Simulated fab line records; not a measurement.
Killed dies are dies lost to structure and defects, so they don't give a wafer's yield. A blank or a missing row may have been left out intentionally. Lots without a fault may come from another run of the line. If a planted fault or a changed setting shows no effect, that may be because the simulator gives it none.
Comparing a struck lot with a sound one :: flow berkeley_cmos170 :: 26 out of 331 route steps
Sound: the wafers L318.1, L318.4, L318.5. Struck: wafers L329.1, L329.4, L329.5. Last of all comes the cause.
Order at every step that has rows: each side's tool, ch and its chambers, its first start. Under that, the readings that differ: sound wafers :: struck wafers :: difference of the means :: sigmas: that difference in standard deviations of wafers without a fault.
alike: words and numbers the same on both sides, and readings whose means are apart by under 2 such deviations; not compared: readings that were withheld, readings missing a value for some wafer, numbers with overlapping values and no deviation given by the record, and bounds like >300 which may hide the same value.
Wherever a step has rows on one side only, a row that says differs or no value, or a row with sigmas, the two part there. When numbers do not overlap yet have no deviation, they are printed without sigmas and do not part them. A reading that every wafer of one side lacks parts them only if that side has two wafers or more.

first, 2 steps without rows for these wafers: UCB170_SCREENOX_WET_ETCH_00 (etches SiO2 in dHF, time 200 s); UCB170_SCREENOX_OXIDATION_01 (target thk 14.4 nm, ox time 2400 s).
UCB170_SCREENOX_THK_MEAS_02:
  sound: film_metro-04 at day 6 05:07; struck: film_metro-02 at day 8 12:52
  alike: SCREENOX_OXIDE_THK
then, 7 steps without rows for these wafers: UCB170_SCREENOX_ANNEAL_03 (time 900 s); UCB170_NVT_HMDS_00 (prime time 60 s); UCB170_NVT_COAT_01 (resist thk 900 nm); UCB170_NVT_SOFTBAKE_02 (time 60 s); UCB170_NVT_EXPOSE_03 (exposes mask PWELL, target cd 3000 nm); UCB170_NVT_PEB_04; UCB170_NVT_DEVELOP_05 (develop time 45 s).
UCB170_NVT_OVL_MEAS_06:
  sound: overlay-01 at day 6 10:43; struck: overlay-02 at day 8 23:56
  alike: NVT_OVL
next, for these wafers, 1 step has no rows: UCB170_NVT_IMPLANT_07.
UCB170_NVT_STRIP_08: strips in O2.
  sound on plasma_asher-03 ch 0,1, day 6 10:54; struck on plasma_asher-01 ch 1, day 9 00:08
  no value came back on the struck wafers for chamber_pressure_mTorr (mTorr), drypump_motor_current_A (A), oes_product_au (a.u.), strip_time_to_endpoint_s (s); on the sound wafers chamber_pressure_mTorr (mTorr) reads 3503 3503 3497
reading: model.KrF_of_NVT_COAT_01.thk_nm (nm)
sound: 0 0 0
struck: 888.4 887.7 888.3
difference: +888.1
sigmas: 
  not compared: rf_hours_counter_h
UCB170_NVT_TW_MEAS_09:
  sound: film_metro-01 at day 6 11:00; struck: film_metro-03 at day 9 00:14
  alike: NVT_TW
then, 7 steps without rows for these wafers: UCB170_NVT_CLEAN_10 (cleans in SPM, time 600 s); UCB170_PVT_HMDS_00 (prime time 60 s); UCB170_PVT_COAT_01 (resist thk 900 nm); UCB170_PVT_SOFTBAKE_02 (time 60 s); UCB170_PVT_EXPOSE_03 (exposes mask NWELL, target cd 3000 nm); UCB170_PVT_PEB_04; UCB170_PVT_DEVELOP_05 (develop time 45 s).
UCB170_PVT_OVL_MEAS_06:
  sound: overlay-01 at day 6 13:04; struck: overlay-01 at day 9 02:20
  alike: PVT_OVL
next, for these wafers, 1 step has no rows: UCB170_PVT_IMPLANT_07.
UCB170_PVT_STRIP_08: strips in O2.
  sound on plasma_asher-04 ch 0,1, day 6 13:15; struck on plasma_asher-01 ch 0,1, day 9 02:32
reading: strip_time_to_endpoint_s (s)
sound: 21.63 21.60 21.59
struck: 47.76 47.79 47.85
difference: +26.19
sigmas: +99 or more
  alike: chamber_pressure_mTorr, drypump_motor_current_A, oes_product_au
  not compared: rf_hours_counter_h
UCB170_PVT_TW_MEAS_09:
  sound: film_metro-04 at day 6 13:21; struck: film_metro-01 at day 9 02:38
reading: PVT_TW
sound: 511 512 511
struck: 31 31 31
difference: -480
sigmas: -99 or more
then, 1 step without rows for these wafers: UCB170_GATE_WET_ETCH_00 (etches SiO2 in dHF, time 200 s).

WHERE THEY PART
Earliest at UCB170_NVT_STRIP_08; latest, in this record, at UCB170_PVT_TW_MEAS_09.

WHY: what the simulator had put in
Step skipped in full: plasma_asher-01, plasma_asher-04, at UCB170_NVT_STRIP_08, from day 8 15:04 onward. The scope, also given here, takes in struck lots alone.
